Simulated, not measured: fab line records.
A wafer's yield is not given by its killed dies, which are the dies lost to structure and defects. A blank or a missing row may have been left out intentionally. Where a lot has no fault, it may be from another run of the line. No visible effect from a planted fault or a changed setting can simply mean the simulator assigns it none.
A struck lot beside a sound one | flow berkeley_cmos170 | 27 steps out of a route of 331
Sound: the wafers L587.2, L587.3, L587.4. Wafers L592.2, L592.4, L592.6 were the ones struck. The cause is named last.
Order at every step that has rows: each side's tool, ch and its chambers, its first start. Under that, the readings that differ: sound wafers | struck wafers | difference of the means | sigmas: that difference in standard deviations of wafers without a fault.
alike: a reading whose means differ by less than 2 such deviations, as well as words and numbers matching on both sides. not compared: withheld readings; readings where some wafer has no value; bounds like >300 that might hide an equal value; numbers whose values overlap and for which the record gives no deviation.
A row with sigmas, a row that says differs or no value, or rows on one side alone: a step with any of these is where the two part. When numbers do not overlap yet have no deviation, they are printed without sigmas and do not part them. Lack of a reading on every wafer of one side parts them only where that side has two or more wafers.

first, 1 step without rows for these wafers: UCB170_PSD_IMPLANT_08.
UCB170_PSD_STRIP_09: strips in O2.
  sound on plasma_asher-02 ch 0,1, day 6 23:07; struck on plasma_asher-03 ch 0,1, day 7 20:15
  alike: drypump_motor_current_A, oes_product_au, strip_time_to_endpoint_s
  not compared: rf_hours_counter_h
UCB170_PSD_TW_MEAS_10:
  sound on film_metro-03 at day 6 23:14; struck on film_metro-02 at day 7 20:22
  alike: PSD_TW
then, 7 steps without rows for these wafers: UCB170_PSD_CLEAN_11 (cleans in SPM, time 600 s); UCB170_NSD_HMDS_00 (prime time 60 s); UCB170_NSD_COAT_01 (resist thk 900 nm); UCB170_NSD_SOFTBAKE_02 (time 60 s); UCB170_NSD_EXPOSE_03 (exposes mask NSELECT MOD, target cd 1200 nm); UCB170_NSD_PEB_04; UCB170_NSD_DEVELOP_05 (develop time 45 s).
UCB170_NSD_CD_MEAS_06 targets a cd of 1200 nm.
  sound on cd_sem-01 at day 7 01:00; struck on cd_sem-02 at day 8 00:29
  alike: cd_nm
UCB170_NSD_OVL_MEAS_07:
  sound on overlay-01 at day 7 01:07; struck on overlay-01 at day 8 00:35
  alike: NSD_OVL
UCB170_NSD_IMPLANT_08:
  sound on implanter-03 ch 0, day 7 01:10; struck on implanter-04 ch 0, day 8 00:58
UCB170_NSD_STRIP_09: strips in O2.
  sound on plasma_asher-02 ch 0,1, day 7 01:17; struck on plasma_asher-02 ch 0,1, day 8 01:05
  reading                      | sound             | struck            | difference | sigmas
  oes_product_au (a.u.)        | 0.531 0.540 0.534 | 0.483 0.483 0.488 | -0.050     | -11
  strip_time_to_endpoint_s (s) | 35.77 35.79 35.83 | 42.72 42.74 42.80 | +6.96      | +99 or more
  alike: drypump_motor_current_A
  not compared: rf_hours_counter_h
UCB170_NSD_TW_MEAS_10:
  sound on film_metro-01 at day 7 01:24; struck on film_metro-01 at day 8 01:12
  reading | sound          | struck         | difference | sigmas
  NSD_TW  | 4187 4184 4177 | 4380 4368 4381 | +194       | +6
then, 4 steps without rows for these wafers: UCB170_NSD_CLEAN_11 (cleans in SPM, time 600 s); UCB170_BACKSIDE_HMDS_00 (prime time 60 s); UCB170_BACKSIDE_COAT_01 (resist thk 900 nm); UCB170_BACKSIDE_SOFTBAKE_02 (time 60 s).
UCB170_BACKSIDE_STRIP_03: strips in O2.
  sound on plasma_asher-01 ch 0,1, day 7 02:05; struck on plasma_asher-01 ch 0, day 8 01:58
  alike: drypump_motor_current_A, oes_product_au, strip_time_to_endpoint_s
  not compared: rf_hours_counter_h
then, 1 step without rows for these wafers: UCB170_BACKSIDE_CLEAN_04 (cleans in SPM, time 600 s).
UCB170_SDANNEAL_RTA_00: time 10 s.
  sound on rtp_anneal-02 ch 0, day 7 02:22; struck on rtp_anneal-02 ch 0, day 8 02:18
  alike: lamp_power_pct, wafer_temp_C_max
UCB170_SDANNEAL_RTA_01: time 5 s.
  sound on rtp_anneal-02 ch 0, day 7 02:26; struck on rtp_anneal-02 ch 0, day 8 02:22
  alike: lamp_power_pct, wafer_temp_C_max
UCB170_SDANNEAL_RS_MEAS_02: uses a four-point probe to measure.
  sound on film_metro-01 at day 7 02:31; struck on film_metro-02 at day 8 02:26
  alike: PSD_RS
UCB170_SDANNEAL_RS_MEAS_03: uses a four-point probe to measure.
  sound on film_metro-01 at day 7 02:38; struck on film_metro-02 at day 8 02:40
  reading         | sound             | struck            | difference | sigmas
  NSD_RS (ohm/sq) | 37.24 37.22 37.26 | 30.23 30.26 30.26 | -6.99      | -58
UCB170_SDANNEAL_RS_MEAS_04: uses a four-point probe to measure.
  sound on film_metro-01 at day 7 02:45; struck on film_metro-02 at day 8 02:51
  alike: PLDD_RS
UCB170_M3_PROBE_99:
  rows exist in the record for the sound wafers here (prober-02, day 8 03:51), none for the struck ones

== WHERE THEY PART ==
First at UCB170_NSD_STRIP_09; last, within this record, at UCB170_M3_PROBE_99.

WHY: what had been put in by the simulator
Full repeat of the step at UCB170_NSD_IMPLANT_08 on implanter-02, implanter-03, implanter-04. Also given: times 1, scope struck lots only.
